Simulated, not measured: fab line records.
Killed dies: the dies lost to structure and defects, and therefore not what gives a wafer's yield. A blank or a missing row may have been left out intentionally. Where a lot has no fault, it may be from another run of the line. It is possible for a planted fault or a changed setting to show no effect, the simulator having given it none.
The same fault as seen by 2 desks	flow ritCmos	what lay behind the numbers comes last; until then each desk has only its own

## FOR THE TOOL OWNER'S DESK: furnace-01
At RIT_WELLDRIVE_ANNEAL_00 (time 14700 s), the tool's own readings, given per lot that ran on this tool as the mean of the sampled wafers with a number. If a lot's mean is further than 4 standard deviations from the usual mean, the lot is out of limits and carries the mark OUT (the distance appears in the brackets).
Columns: A = spikeTcCentreC at RIT_WELLDRIVE_ANNEAL_00, usual 1103.3 C; B = spikeTcLoadC at RIT_WELLDRIVE_ANNEAL_00, usual 1128 C; C = spikeTcSourceC at RIT_WELLDRIVE_ANNEAL_00, usual 1125.1 C; D = tubeCenterTempC at RIT_WELLDRIVE_ANNEAL_00, usual 1100 C; E = tube_center_temp_C_max at RIT_WELLDRIVE_ANNEAL_00, usual 1103.0
lot	first seen here	A	B	C	D	E
L296	day 1 22:36	1104.4	1128	1124.3	1100	1102.9
L297	day 2 04:47	1103.7	1128	1123.7	1100	1102.6
L308	day 4 10:54	1103.7	1128	1125.2	1100	1103.1
L309	day 4 15:59	1118.9 (+11) OUT	1143 (+4.1) OUT	1140.3 (+6.1) OUT	1115 (+99 or more) OUT	1118.1 (+31) OUT
L310	day 4 21:04	1119.3 (+11) OUT	1144 (+4.2) OUT	1139.1 (+5.6) OUT	1115 (+99 or more) OUT	1118.5 (+32) OUT
L311	day 5 02:16	1118.1 (+11) OUT	1143 (+4.1) OUT	1139.9 (+5.9) OUT	1115 (+99 or more) OUT	1118.1 (+31) OUT
This desk's finding: out of limits on L309, L310, L311; first on L309, day 4 15:59 (spikeTcCentreC at RIT_WELLDRIVE_ANNEAL_00). L296, L297, L308 stayed within limits.

## FROM THE METROLOGY DESK
Means of the sampled wafers that have a number, per lot and without regard to the tool the lot ran on: this is what the gauges read. If a lot's mean is further than 4 standard deviations from the usual mean, the lot is out of limits and carries the mark OUT (the distance appears in the brackets).
Columns: A = FOX2_OXIDE_THK at RIT_FOX2_THK_MEAS_01, usual 350 nm; B = NWELL_RS at RIT_WELLDRIVE_RS_MEAS_01, usual 278.1 ohm/sq; C = PWELL_RS at RIT_WELLDRIVE_RS_MEAS_02, usual 429.8 ohm/sq; D = cdNm at RIT_M1_CD_MEAS_90, usual 2599.5 nm
lot	first seen here	A	B	C	D
L296	day 1 18:19	360	278.3	429.7	2600.1
L297	day 2 00:46	345	278.1	430.7	2600.7
L298	day 2 04:41	344	277.6	426.8	2598.0
L300	day 2 14:30	344	277.8	431.0	2599.9
L301	day 2 19:22	351	277.0	429.2	2600.5
L302	day 3 00:50	348	278.8	430.0	2599.9
L303	day 3 05:27	348	278.9	428.8	2600.2
L305	day 3 15:53	357	277.0	430.5	2599.2
L307	day 4 02:09	349	278.0	429.3	2600.7
L308	day 4 06:20	353	278.4	429.4	2597.8
L309	day 4 11:31	355	261.2 (-23) OUT	416.3 (-9.0) OUT	2595.1
L310	day 4 16:52	363	262.7 (-21) OUT	413.7 (-11) OUT	2598.4
L311	day 4 21:59	356	261.3 (-22) OUT	413.3 (-11) OUT	2599.3
L313	day 5 08:53	346	278.8	429.7	2605.2
L319	day 6 14:59	356	278.1	428.8	2599.3
This desk's result: L309, L310, L311 out of limits, first on L309 (NWELL_RS at RIT_WELLDRIVE_RS_MEAS_01), day 4 21:04. L296, L297, L298, L300, L301, L302, L303, L305, L307, L308, L313, L319 stayed within limits.

## ALL TOGETHER
The tool owner's desk had the chance to raise an alarm at day 4 15:59 on L309, L310, L311.
On L309, L310, L311, the metrology desk was in a position to raise an alarm at day 4 21:04.
All the named lots went through RIT_WELLDRIVE_ANNEAL_00 on furnace-01.

## WHAT HAD BEEN PUT IN BY THE SIMULATOR
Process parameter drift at RIT_WELLDRIVE_ANNEAL_00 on furnace-01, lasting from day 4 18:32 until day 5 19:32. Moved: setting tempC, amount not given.
Lots struck among those shown: L309, L310, L311.
